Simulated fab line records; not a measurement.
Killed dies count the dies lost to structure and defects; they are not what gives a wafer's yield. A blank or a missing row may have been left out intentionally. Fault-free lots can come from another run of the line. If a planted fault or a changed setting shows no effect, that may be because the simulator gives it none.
One fault through the eyes of 2 desks || flow berkeleyCmos170 || each desk has only its own numbers; what lay behind them comes last

METROLOGY DESK
What the gauges read, lot by lot, whatever tool the lot ran on: means of the sampled wafers that have a number. Marked OUT: a lot whose mean sits more than 4 standard deviations from the usual mean, which makes it out of limits; the brackets give that distance.
Columns: A = cdNm at UCB170_PLDD_CD_MEAS_06, usual 1200.3 nm
{"lot": "L825", "first seen here": "day 7 00:26", "A": 1201.7}
{"lot": "L822", "first seen here": "day 7 00:42", "A": 1200.5}
{"lot": "L824", "first seen here": "day 7 00:59", "A": 1200.5}
{"lot": "L823", "first seen here": "day 7 01:04", "A": 1202.0}
{"lot": "L827", "first seen here": "day 7 10:22", "A": 1200.9}
{"lot": "L826", "first seen here": "day 7 10:38", "A": 1199.8}
{"lot": "L832", "first seen here": "day 8 09:52", "A": 1199.3}
{"lot": "L833", "first seen here": "day 8 21:18", "A": 1203.7}
{"lot": "L834", "first seen here": "day 8 22:02", "A": 1199.1}
{"lot": "L835", "first seen here": "day 9 02:42", "A": "1211.2 (+7.8) OUT"}
{"lot": "L836", "first seen here": "day 9 03:03", "A": 1198.0}
{"lot": "L837", "first seen here": "day 9 13:53", "A": "1211.4 (+7.9) OUT"}
{"lot": "L841", "first seen here": "day 10 10:02", "A": 1198.1}
{"lot": "L843", "first seen here": "day 10 19:29", "A": 1201.6}
This desk's finding: out of limits on L835, L837; first on L835, day 9 02:42 (cdNm at UCB170_PLDD_CD_MEAS_06). In limits: L825, L822, L824, L823, L827, L826, L832, L833, L834, L836, L841, L843.

THE TOOL OWNER'S DESK: lithoTrack-04
The tool's own readings at UCB170_PLDD_SOFTBAKE_02 (time 60 s): means of the sampled wafers that have a number, for each lot that ran on this tool. Marked OUT: a lot whose mean sits more than 4 standard deviations from the usual mean, which makes it out of limits; the brackets give that distance.
Columns: A = heaterPowerTotalW at UCB170_PLDD_SOFTBAKE_02, usual 56.80 W; B = plateTempC at UCB170_PLDD_SOFTBAKE_02, usual 130.01 C
{"lot": "L822", "first seen here": "day 6 23:50", "A": 56.80, "B": 130.12}
{"lot": "L823", "first seen here": "day 7 00:16", "A": 56.82, "B": 130.04}
{"lot": "L827", "first seen here": "day 7 09:07", "A": 56.88, "B": 129.95}
{"lot": "L832", "first seen here": "day 8 08:49", "A": 56.81, "B": 130.07}
{"lot": "L833", "first seen here": "day 8 20:36", "A": 56.80, "B": 129.89}
{"lot": "L834", "first seen here": "day 8 21:03", "A": 56.84, "B": 129.91}
{"lot": "L835", "first seen here": "day 9 02:10", "A": "59.26 (+56) OUT", "B": "134.38 (+34) OUT"}
{"lot": "L837", "first seen here": "day 9 12:47", "A": "59.24 (+55) OUT", "B": "134.26 (+33) OUT"}
This desk's finding: out of limits on L835, L837; first on L835, day 9 02:10 (heaterPowerTotalW at UCB170_PLDD_SOFTBAKE_02). In limits: L822, L823, L827, L832, L833, L834.

BROUGHT TOGETHER
At day 9 02:10, on L835, L837, the tool owner's desk was in a position to raise an alarm.
L835, L837 would have let the metrology desk raise an alarm at day 9 02:42.
The lots listed all ran UCB170_PLDD_SOFTBAKE_02 on lithoTrack-04.

WHAT THE SIMULATOR PUT IN
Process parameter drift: lithoTrack-04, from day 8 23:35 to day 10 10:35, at UCB170_PLDD_SOFTBAKE_02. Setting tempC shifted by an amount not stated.
Shown lots that were struck: L835, L837.
Hours from the fault's start to each desk's first reading out of limits: the tool owner's desk, 3; the metrology desk, 3.
